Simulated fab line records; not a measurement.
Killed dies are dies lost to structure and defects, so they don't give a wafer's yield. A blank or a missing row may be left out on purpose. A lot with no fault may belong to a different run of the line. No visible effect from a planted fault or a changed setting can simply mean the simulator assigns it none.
2 desks, one fault / flow berkeley_cmos170 / each desk has only its own numbers; what lay behind them comes last

FOR THE TOOL OWNER'S DESK: litho_track-04
The tool's own readings at UCB170_NSD_PEB_04: means of the sampled wafers that have a number, for each lot that ran on this tool. If a lot's mean is further than 4 standard deviations from the usual mean, the lot is out of limits and carries the mark OUT (the distance appears in the brackets).
Columns: A = heater_power_total_W at UCB170_NSD_PEB_04, usual 56.80 W
lot=L541; first seen here=day 7 23:29; A=56.87
lot=L548; first seen here=day 9 01:00; A=56.81
lot=L547; first seen here=day 9 02:08; A=60.72 (+80) OUT
lot=L549; first seen here=day 9 02:25; A=60.75 (+81) OUT
lot=L552; first seen here=day 9 15:41; A=60.75 (+81) OUT
This desk's finding: out of limits on L547, L549, L552; first on L547, day 9 02:08 (heater_power_total_W at UCB170_NSD_PEB_04). L541, L548: within limits.

THE METROLOGY DESK
What the gauges read for every lot (on any tool): the sampled wafers with a number, averaged. If a lot's mean is further than 4 standard deviations from the usual mean, the lot is out of limits and carries the mark OUT (the distance appears in the brackets).
Columns: A = NWELL_OVL at UCB170_NWELL_OVL_MEAS_12, usual 0 nm; B = GATE_OVL at UCB170_GATE_OVL_MEAS_13, usual 1 nm; C = cd_nm at UCB170_NSD_CD_MEAS_06, usual 1200.2 nm
lot=L541; first seen here=day 2 14:52; A=-5; B=-1; C=1198.2
lot=L542; first seen here=day 2 14:56; A=2; B=-3; C=1200.4
lot=L543; first seen here=day 3 13:20; A=-2; B=-2; C=1198.9
lot=L544; first seen here=day 3 13:33; A=2; B=3; C=1202.5
lot=L545; first seen here=day 3 22:52; A=5; B=-1; C=1198.2
lot=L547; first seen here=day 4 02:17; A=-4; B=9; C=1184.6 (-9.2) OUT
lot=L548; first seen here=day 4 09:38; A=6; B=2; C=1200.9
lot=L550; first seen here=day 4 09:44; A=-4; B=5; C=1201.5
lot=L549; first seen here=day 4 09:59; A=-4; B=3; C=1185.3 (-8.7) OUT
lot=L552; first seen here=day 4 15:55; A=-5; B=-4; C=1185.9 (-8.4) OUT
lot=L557; first seen here=day 5 18:13; A=7; B=1; C=1200.0
lot=L560; first seen here=day 6 10:02; A=0; B=-1; C=1203.3
lot=L561; first seen here=day 6 13:05; A=0; B=8; C=1198.7
lot=L562; first seen here=day 6 16:34; A=0; B=-1; C=1200.5
lot=L564; first seen here=day 7 03:45; A=2; B=0; C=1201.3
This desk's finding: out of limits on L547, L549, L552; first on L547, day 9 02:37 (cd_nm at UCB170_NSD_CD_MEAS_06). L541, L542, L543, L544, L545, L548, L550, L557, L560, L561, L562, L564: within limits.

TAKEN TOGETHER
At day 9 02:08, on L547, L549, L552, the tool owner's desk was in a position to raise an alarm.
At day 9 02:37 the metrology desk could have sounded an alarm, on L547, L549, L552.
The lots listed all ran UCB170_NSD_PEB_04 on litho_track-04.

WHAT WAS PUT IN BY THE SIMULATOR
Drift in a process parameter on litho_track-04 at UCB170_NSD_PEB_04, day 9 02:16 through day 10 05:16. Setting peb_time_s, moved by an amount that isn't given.
Lots struck among those shown: L547, L549, L552.
